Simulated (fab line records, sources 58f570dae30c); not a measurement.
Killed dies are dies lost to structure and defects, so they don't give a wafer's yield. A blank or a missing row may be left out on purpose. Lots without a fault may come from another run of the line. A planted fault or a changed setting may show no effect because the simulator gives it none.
Which tool did it? | flow berkeley_cmos170 | 14 lots, 42 wafers sampled, at 4 steps of a route of 331

WHAT THE GAUGES READ, wafer by wafer
UCB170_PSD_CD_MEAS_06: target cd 1200 nm.
lot  | measured     | on        | cd_nm (nm)
L273 | day 8 02:32  | cd_sem-02 | 1199.2 1200.6 1200.1
L276 | day 8 03:27  | cd_sem-02 | 1198.2 1198.6 1200.4
L274 | day 8 03:31  | cd_sem-01 | 1201.1 1198.7 1200.4
L278 | day 8 08:23  | cd_sem-01 | 1199.0 1199.5 1199.8
L279 | day 9 02:30  | cd_sem-02 | 1200.6 1199.3 1199.1
L280 | day 9 02:43  | cd_sem-02 | 1201.1 1201.0 1200.5
L281 | day 9 02:45  | cd_sem-01 | 1197.0 1197.5 1197.8
L284 | day 9 18:50  | cd_sem-01 | 1199.6 1200.4 1201.1
L283 | day 9 23:53  | cd_sem-01 | 1198.3 1198.0 1198.7
L285 | day 10 11:04 | cd_sem-01 | 1200.2 1202.0 1201.8
L286 | day 10 11:16 | cd_sem-02 | 1199.4 1199.7 1200.4
L288 | day 10 11:32 | cd_sem-02 | 1197.6 1197.0 1197.9
L295 | day 12 01:33 | cd_sem-02 | 1201.0 1200.7 1200.7
L296 | day 12 06:53 | cd_sem-01 | 1198.9 1199.1 1199.0

UCB170_CONTACT_CD_MEAS_15: target cd 700 nm.
lot  | measured     | on        | cd_nm (nm)
L273 | day 8 16:14  | cd_sem-02 | 699.2 700.2 702.0
L276 | day 8 15:36  | cd_sem-02 | 700.7 699.9 700.2
L274 | day 8 18:06  | cd_sem-02 | 698.2 699.7 697.5
L278 | day 8 19:32  | cd_sem-02 | 699.1 699.6 699.2
L279 | day 9 17:26  | cd_sem-02 | 701.5 700.6 702.2
L280 | day 9 17:07  | cd_sem-01 | 699.7 698.4 700.3
L281 | day 9 18:02  | cd_sem-02 | 701.6 701.9 701.5
L284 | day 10 05:04 | cd_sem-02 | 702.2 699.6 701.1
L283 | day 10 12:04 | cd_sem-02 | 699.0 700.4 697.0
L285 | day 10 19:34 | cd_sem-01 | 699.9 700.5 700.5
L286 | day 10 22:16 | cd_sem-02 | 702.7 701.1 702.3
L288 | day 10 22:50 | cd_sem-02 | 698.1 697.1 697.8
L295 | day 12 10:19 | cd_sem-01 | 697.3 698.3 699.1
L296 | day 12 18:59 | cd_sem-02 | 697.5 697.2 696.9

WHICH TOOL RAN EACH LOT (tool, then ch and the chambers of the sampled wafers, then the start)
lot  | UCB170_NSD_STRIP_09                  | UCB170_SILICIDE_PRE_CLEAN_00
L273 | plasma_asher-04 ch 0,1, day 8 08:11  | pvd_sputter-02, day 8 10:20
L276 | plasma_asher-02 ch 0,1, day 8 08:25  | pvd_sputter-01, day 8 11:17
L274 | plasma_asher-04 ch 0,1, day 8 08:40  | pvd_sputter-03, day 8 11:25
L278 | plasma_asher-03 ch 0,1, day 8 12:58  | pvd_sputter-03, day 8 14:44
L279 | plasma_asher-03 ch 0,1, day 9 06:23  | pvd_sputter-03, day 9 09:30
L280 | plasma_asher-04 ch 0,1, day 9 07:38  | pvd_sputter-01, day 9 10:15
L281 | plasma_asher-02 ch 0,1, day 9 07:54  | pvd_sputter-02, day 9 10:40
L284 | plasma_asher-04 ch 0,1, day 9 21:18  | pvd_sputter-01, day 9 22:56
L283 | plasma_asher-02 ch 0, day 10 02:29   | pvd_sputter-03, day 10 04:36
L285 | plasma_asher-02 ch 0,1, day 10 13:31 | pvd_sputter-03, day 10 15:29
L286 | plasma_asher-02 ch 0,1, day 10 14:07 | pvd_sputter-02, day 10 16:17
L288 | plasma_asher-04 ch 0,1, day 10 14:20 | pvd_sputter-03, day 10 16:28
L295 | plasma_asher-03 ch 0,1, day 12 03:40 | pvd_sputter-02, day 12 05:20
L296 | plasma_asher-02 ch 0,1, day 12 09:05 | pvd_sputter-03, day 12 10:55
- UCB170_NSD_STRIP_09: strips in O2.
- UCB170_SILICIDE_PRE_CLEAN_00: preclean etch time 60 s.

WHAT THE TOOLS THEMSELVES READ (means of the sampled wafers that have a number; where no wafer has one, the mark that the record gives instead)
UCB170_NSD_STRIP_09.
lot  | tool            | drypump_motor_current_A (A) | oes_product_au (a.u.) | strip_time_to_endpoint_s (s)
L273 | plasma_asher-04 | 5.1                         | 0.532                 | 35.70
L276 | plasma_asher-02 | 5.4                         | 0.537                 | 35.87
L274 | plasma_asher-04 | 5.6                         | 0.535                 | 35.86
L278 | plasma_asher-03 | 5.5                         | 0.528                 | 35.84
L279 | plasma_asher-03 | 5.6                         | 0.531                 | 35.81
L280 | plasma_asher-04 | 5.2                         | 0.530                 | 35.74
L281 | plasma_asher-02 | 5.7                         | 0.533                 | 35.78
L284 | plasma_asher-04 | 5.1                         | 0.530                 | 35.75
L283 | plasma_asher-02 | 5.1                         | 0.538                 | 35.80
L285 | plasma_asher-02 | 5.4                         | 0.534                 | 35.79
L286 | plasma_asher-02 | 5.7                         | 0.536                 | 35.83
L288 | plasma_asher-04 | 5.6                         | 0.532                 | 35.85
L295 | plasma_asher-03 | 5.2                         | 0.531                 | 35.69
L296 | plasma_asher-02 | 5.4                         | 0.533                 | 35.80

THE ANSWER, worked out from the rows above alone
Rule: what is usual is taken from the lots themselves. Put in order of their means at a reading, lots are off if they are a third of the lots or fewer, leave a main group of 4 or more, and stand apart from it by a gap of 3 or more times the standard deviation of the main group's means; of several such gaps the widest counts. A main group whose means are all the same, to the digits that the tables above print for the reading, isn't used. A lot without any number at a reading at which 4 lots or more have one is off too. The other lots that the step has rows for count as sound. The gauges are gone through in route order, then the tools' own readings, and for those a lot's mean is taken as printed above. The first step at which some lot is off is used, and at that step the reading that is off furthest; a lot without a number counts as furthest.
No lot is off at any reading shown: from this, nothing can be told.

WHAT THE SIMULATOR HAD PUT IN
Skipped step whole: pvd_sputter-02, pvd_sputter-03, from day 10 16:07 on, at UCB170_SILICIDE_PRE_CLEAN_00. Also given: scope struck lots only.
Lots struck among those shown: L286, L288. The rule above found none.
